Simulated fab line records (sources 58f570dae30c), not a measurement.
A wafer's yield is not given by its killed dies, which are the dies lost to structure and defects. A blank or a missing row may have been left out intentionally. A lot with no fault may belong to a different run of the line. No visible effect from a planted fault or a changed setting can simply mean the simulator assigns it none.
Which of the tools did it? || flow berkeley-cmos170 || 14 lots, 42 wafers sampled, at 4 steps of a route of 331

## WHAT THE GAUGES SHOWED, per wafer
UCB170_NVT_OVL_MEAS_06. Usual: NVT_OVL gives -2 nm (standard deviation 4.6).
{"lot": "L581", "measured": "day 6 13:22", "on": "overlay-02", "NVT_OVL (nm)": "0 0 0", "flag": ""}
{"lot": "L580", "measured": "day 6 14:11", "on": "overlay-02", "NVT_OVL (nm)": "4 3 -2", "flag": ""}
{"lot": "L584", "measured": "day 7 06:33", "on": "overlay-01", "NVT_OVL (nm)": "-10 2 -5", "flag": ""}
{"lot": "L583", "measured": "day 7 06:47", "on": "overlay-01", "NVT_OVL (nm)": "-2 1 -2", "flag": ""}
{"lot": "L586", "measured": "day 7 19:31", "on": "overlay-02", "NVT_OVL (nm)": "-4 -4 -6", "flag": ""}
{"lot": "L588", "measured": "day 7 19:43", "on": "overlay-01", "NVT_OVL (nm)": "-7 -4 -4", "flag": ""}
{"lot": "L585", "measured": "day 7 19:52", "on": "overlay-02", "NVT_OVL (nm)": "11 9 8", "flag": ""}
{"lot": "L591", "measured": "day 9 03:29", "on": "overlay-01", "NVT_OVL (nm)": "-6 -6 -7", "flag": ""}
{"lot": "L594", "measured": "day 9 03:37", "on": "overlay-02", "NVT_OVL (nm)": "4 1 4", "flag": ""}
{"lot": "L592", "measured": "day 9 03:38", "on": "overlay-01", "NVT_OVL (nm)": "-2 7 5", "flag": ""}
{"lot": "L599", "measured": "day 10 10:13", "on": "overlay-01", "NVT_OVL (nm)": "-1 -3 -1", "flag": ""}
{"lot": "L598", "measured": "day 10 10:29", "on": "overlay-01", "NVT_OVL (nm)": "6 1 -3", "flag": ""}
{"lot": "L600", "measured": "day 10 20:52", "on": "overlay-01", "NVT_OVL (nm)": "-2 -4 -11", "flag": ""}
{"lot": "L602", "measured": "day 11 02:30", "on": "overlay-02", "NVT_OVL (nm)": "2 2 2", "flag": ""}

UCB170_GATE_CD_MEAS_90: target cd 350 nm. Usual: cd-nm reads 350.0 nm (standard deviation 1.2).
{"lot": "L581", "measured": "day 7 07:46", "on": "cd-sem-01", "cd-nm (nm)": "350.0 353.2 352.1", "flag": ""}
{"lot": "L580", "measured": "day 7 08:49", "on": "cd-sem-02", "cd-nm (nm)": "352.0 350.7 351.6", "flag": ""}
{"lot": "L584", "measured": "day 7 21:49", "on": "cd-sem-02", "cd-nm (nm)": "351.3 351.5 350.3", "flag": ""}
{"lot": "L583", "measured": "day 7 22:02", "on": "cd-sem-01", "cd-nm (nm)": "346.7 348.5 348.2", "flag": ""}
{"lot": "L586", "measured": "day 8 13:27", "on": "cd-sem-01", "cd-nm (nm)": "349.7 348.1 348.7", "flag": ""}
{"lot": "L588", "measured": "day 8 13:44", "on": "cd-sem-01", "cd-nm (nm)": "349.7 349.5 350.6", "flag": ""}
{"lot": "L585", "measured": "day 8 13:10", "on": "cd-sem-02", "cd-nm (nm)": "348.8 349.5 349.6", "flag": ""}
{"lot": "L591", "measured": "day 9 22:15", "on": "cd-sem-01", "cd-nm (nm)": "349.8 348.7 349.3", "flag": ""}
{"lot": "L594", "measured": "day 9 22:21", "on": "cd-sem-02", "cd-nm (nm)": "350.8 351.4 350.3", "flag": ""}
{"lot": "L592", "measured": "day 9 22:45", "on": "cd-sem-01", "cd-nm (nm)": "351.1 350.7 350.6", "flag": ""}
{"lot": "L599", "measured": "day 11 01:53", "on": "cd-sem-01", "cd-nm (nm)": "348.1 349.3 349.2", "flag": ""}
{"lot": "L598", "measured": "day 11 01:14", "on": "cd-sem-01", "cd-nm (nm)": "349.8 349.1 348.1", "flag": ""}
{"lot": "L600", "measured": "day 11 14:54", "on": "cd-sem-02", "cd-nm (nm)": "350.1 350.8 348.9", "flag": ""}
{"lot": "L602", "measured": "day 11 20:19", "on": "cd-sem-02", "cd-nm (nm)": "349.8 348.7 349.6", "flag": ""}

UCB170_NLDD_CD_MEAS_06: target cd 1200 nm. Usual: cd-nm reads 1200.1 nm (standard deviation 1.5).
{"lot": "L581", "measured": "day 7 12:23", "on": "cd-sem-01", "cd-nm (nm)": "1199.7 1201.0 1200.3", "flag": ""}
{"lot": "L580", "measured": "day 7 13:55", "on": "cd-sem-02", "cd-nm (nm)": "1201.4 1202.0 1200.4", "flag": ""}
{"lot": "L584", "measured": "day 8 00:43", "on": "cd-sem-02", "cd-nm (nm)": "1200.0 1197.6 1200.0", "flag": ""}
{"lot": "L583", "measured": "day 8 01:26", "on": "cd-sem-02", "cd-nm (nm)": "1199.5 1199.6 1200.5", "flag": ""}
{"lot": "L586", "measured": "day 8 17:56", "on": "cd-sem-01", "cd-nm (nm)": "1201.9 1202.8 1202.1", "flag": ""}
{"lot": "L588", "measured": "day 8 18:22", "on": "cd-sem-01", "cd-nm (nm)": "1199.2 1199.2 1199.0", "flag": ""}
{"lot": "L585", "measured": "day 8 16:56", "on": "cd-sem-02", "cd-nm (nm)": "1199.5 1198.9 1199.9", "flag": ""}
{"lot": "L591", "measured": "day 10 02:17", "on": "cd-sem-01", "cd-nm (nm)": "1200.0 1199.8 1200.5", "flag": ""}
{"lot": "L594", "measured": "day 10 02:49", "on": "cd-sem-01", "cd-nm (nm)": "1202.7 1202.0 1201.8", "flag": ""}
{"lot": "L592", "measured": "day 10 02:35", "on": "cd-sem-01", "cd-nm (nm)": "1200.9 1201.5 1202.2", "flag": ""}
{"lot": "L599", "measured": "day 11 06:10", "on": "cd-sem-02", "cd-nm (nm)": "1197.2 1197.4 1197.4", "flag": ""}
{"lot": "L598", "measured": "day 11 04:20", "on": "cd-sem-02", "cd-nm (nm)": "1202.1 1203.9 1199.9", "flag": ""}
{"lot": "L600", "measured": "day 11 18:04", "on": "cd-sem-02", "cd-nm (nm)": "1201.8 1202.0 1202.2", "flag": ""}
{"lot": "L602", "measured": "day 12 00:07", "on": "cd-sem-01", "cd-nm (nm)": "1197.9 1198.5 1198.1", "flag": ""}

## EACH LOT AND THE TOOL THAT RAN IT (in order: tool; ch and the chambers of the sampled wafers; start)
{"lot": "L581", "UCB170_PLDD_DEVELOP_05": "litho-track-01 ch 0, day 7 09:00"}
{"lot": "L580", "UCB170_PLDD_DEVELOP_05": "litho-track-02 ch 0, day 7 10:00"}
{"lot": "L584", "UCB170_PLDD_DEVELOP_05": "litho-track-02 ch 0, day 7 22:00"}
{"lot": "L583", "UCB170_PLDD_DEVELOP_05": "litho-track-01 ch 0, day 7 23:00"}
{"lot": "L586", "UCB170_PLDD_DEVELOP_05": "litho-track-03 ch 0, day 8 15:00"}
{"lot": "L588", "UCB170_PLDD_DEVELOP_05": "litho-track-01 ch 0, day 8 15:00"}
{"lot": "L585", "UCB170_PLDD_DEVELOP_05": "litho-track-02 ch 0, day 8 14:00"}
{"lot": "L591", "UCB170_PLDD_DEVELOP_05": "litho-track-02 ch 0, day 9 23:00"}
{"lot": "L594", "UCB170_PLDD_DEVELOP_05": "litho-track-01 ch 0, day 9 23:00"}
{"lot": "L592", "UCB170_PLDD_DEVELOP_05": "litho-track-02 ch 0, day 10 00:00"}
{"lot": "L599", "UCB170_PLDD_DEVELOP_05": "litho-track-03 ch 0, day 11 03:00"}
{"lot": "L598", "UCB170_PLDD_DEVELOP_05": "litho-track-03 ch 0, day 11 02:00"}
{"lot": "L600", "UCB170_PLDD_DEVELOP_05": "litho-track-01 ch 0, day 11 16:00"}
{"lot": "L602", "UCB170_PLDD_DEVELOP_05": "litho-track-03 ch 0, day 11 22:00"}
- UCB170_PLDD_DEVELOP_05: develop time 45 s.

## WHAT THE TOOLS THEMSELVES READ (means of the sampled wafers that have a number; where no wafer has one, the mark that the record gives instead)
UCB170_PLDD_DEVELOP_05. Usual: developer-temp-C reads 21.02 C (standard deviation 0.1).
{"lot": "L581", "tool": "litho-track-01", "developer-temp-C (C)": 20.92, "flag": ""}
{"lot": "L580", "tool": "litho-track-02", "developer-temp-C (C)": 21.01, "flag": ""}
{"lot": "L584", "tool": "litho-track-02", "developer-temp-C (C)": 20.98, "flag": ""}
{"lot": "L583", "tool": "litho-track-01", "developer-temp-C (C)": 21.08, "flag": ""}
{"lot": "L586", "tool": "litho-track-03", "developer-temp-C (C)": 20.96, "flag": ""}
{"lot": "L588", "tool": "litho-track-01", "developer-temp-C (C)": 21.15, "flag": ""}
{"lot": "L585", "tool": "litho-track-02", "developer-temp-C (C)": 21.08, "flag": ""}
{"lot": "L591", "tool": "litho-track-02", "developer-temp-C (C)": 20.18, "flag": "OFF"}
{"lot": "L594", "tool": "litho-track-01", "developer-temp-C (C)": 21.13, "flag": ""}
{"lot": "L592", "tool": "litho-track-02", "developer-temp-C (C)": 20.18, "flag": "OFF"}
{"lot": "L599", "tool": "litho-track-03", "developer-temp-C (C)": 20.99, "flag": ""}
{"lot": "L598", "tool": "litho-track-03", "developer-temp-C (C)": 20.91, "flag": ""}
{"lot": "L600", "tool": "litho-track-01", "developer-temp-C (C)": 21.06, "flag": ""}
{"lot": "L602", "tool": "litho-track-03", "developer-temp-C (C)": 21.13, "flag": ""}

## THE ANSWER, worked out from the rows above alone
Rule: take the mean of a lot's wafers that have a number; if it is more than 3 standard deviations from the usual mean, the lot is off. Also off: a lot with no number at a reading for which 4 or more lots have one. The other lots that the step has rows for count as sound. After the gauges, taken in route order, come the tools' own readings; for these a lot's mean is taken, as printed above. The first step at which some lot is off is used, and at that step the reading that is off furthest; a lot without a number counts as furthest.
Off: L591, L592 (UCB170_PLDD_DEVELOP_05, developer-temp-C).
If a tool, at that step or one of the process steps before it, ran each lot that is off and ran no sound lot following the first of them, it fits. One fits: UCB170_PLDD_DEVELOP_05 on litho-track-02. A fault onset in the window from L585 (day 8 14:00, its last sound lot) to L591 (day 9 23:00, its first lot off) fits.
The tool's own readings at UCB170_PLDD_DEVELOP_05 bear it out: on the lots that are off they differ by more than 5 times the standard deviation of the sound lots' means. developer-temp-C reads 20.18 C there against 21.03 C on the sound lots.

## WHAT THE SIMULATOR PUT IN
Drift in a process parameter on litho-track-02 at UCB170_PLDD_DEVELOP_05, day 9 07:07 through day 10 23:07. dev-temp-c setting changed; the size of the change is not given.
Lots struck among those shown: L591, L592. Same finding as the rule above.
